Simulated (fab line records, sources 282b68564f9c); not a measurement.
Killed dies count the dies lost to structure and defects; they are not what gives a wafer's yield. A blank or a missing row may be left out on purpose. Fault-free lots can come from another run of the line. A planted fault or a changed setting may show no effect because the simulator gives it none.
The tool behind it: which one? || flow rit-cmos || 21 wafers from 7 lots sampled at 2 of the route's 202 steps

## WHAT THE GAUGES READ, wafer by wafer
RIT_NRETRO_TW_MEAS_10.
{"lot": "L422", "measured": "day 3 01:32", "on": "film-metro-04", "NRETRO_TW": "1043 1053 1045"}
{"lot": "L424", "measured": "day 3 14:58", "on": "film-metro-03", "NRETRO_TW": "1040 1038 1044"}
{"lot": "L426", "measured": "day 4 01:52", "on": "film-metro-04", "NRETRO_TW": "1051 1054 1043"}
{"lot": "L428", "measured": "day 4 09:08", "on": "film-metro-04", "NRETRO_TW": "1047 1049 1049"}
{"lot": "L434", "measured": "day 5 18:41", "on": "film-metro-01", "NRETRO_TW": "1060 1059 1055"}
{"lot": "L436", "measured": "day 6 00:55", "on": "film-metro-01", "NRETRO_TW": "1242 1237 1241"}
{"lot": "L441", "measured": "day 7 00:18", "on": "film-metro-03", "NRETRO_TW": "1035 1034 1036"}

## EACH LOT AND THE TOOL THAT RAN IT (in order: tool; ch and the chambers of the sampled wafers; start)
{"lot": "L422", "RIT_NRETRO_IMPLANT_08": "implanter-03 ch 0, day 3 01:12"}
{"lot": "L424", "RIT_NRETRO_IMPLANT_08": "implanter-03 ch 0, day 3 14:39"}
{"lot": "L426", "RIT_NRETRO_IMPLANT_08": "implanter-02 ch 0, day 4 01:33"}
{"lot": "L428", "RIT_NRETRO_IMPLANT_08": "implanter-02 ch 0, day 4 08:49"}
{"lot": "L434", "RIT_NRETRO_IMPLANT_08": "implanter-03 ch 0, day 5 18:22"}
{"lot": "L436", "RIT_NRETRO_IMPLANT_08": "implanter-01 ch 0, day 6 00:37"}
{"lot": "L441", "RIT_NRETRO_IMPLANT_08": "implanter-03 ch 0, day 6 23:59"}
- RIT_NRETRO_IMPLANT_08

## THE ANSWER, worked out from the rows above alone
Rule: usual is defined by the lots themselves. Put in order of their means at a reading, lots are off if they are a third of the lots or fewer, leave a main group of 4 or more, and stand apart from it by a gap of 3 or more times the standard deviation of the main group's means; of several such gaps the widest counts. If all means in a main group match to the digits the tables above print for the reading, that group is not used. Also off: a lot with no number at a reading for which 4 or more lots have one. The other lots that the step has rows for count as sound.
Off: at RIT_NRETRO_TW_MEAS_10 (NRETRO_TW), L436. For the main group the mean is 1046 and the standard deviation 7.2.
A tool fits if, at a process step before that reading, it ran every lot that is off, and no sound lot after the first of them. Those tools and the gauges at RIT_NRETRO_TW_MEAS_10 are tried in the same way. 2 tools fit, implanter-01 at RIT_NRETRO_IMPLANT_08 and film-metro-01 at RIT_NRETRO_TW_MEAS_10, so this cannot tell which one it is.

## WHAT THE SIMULATOR HAD PUT IN
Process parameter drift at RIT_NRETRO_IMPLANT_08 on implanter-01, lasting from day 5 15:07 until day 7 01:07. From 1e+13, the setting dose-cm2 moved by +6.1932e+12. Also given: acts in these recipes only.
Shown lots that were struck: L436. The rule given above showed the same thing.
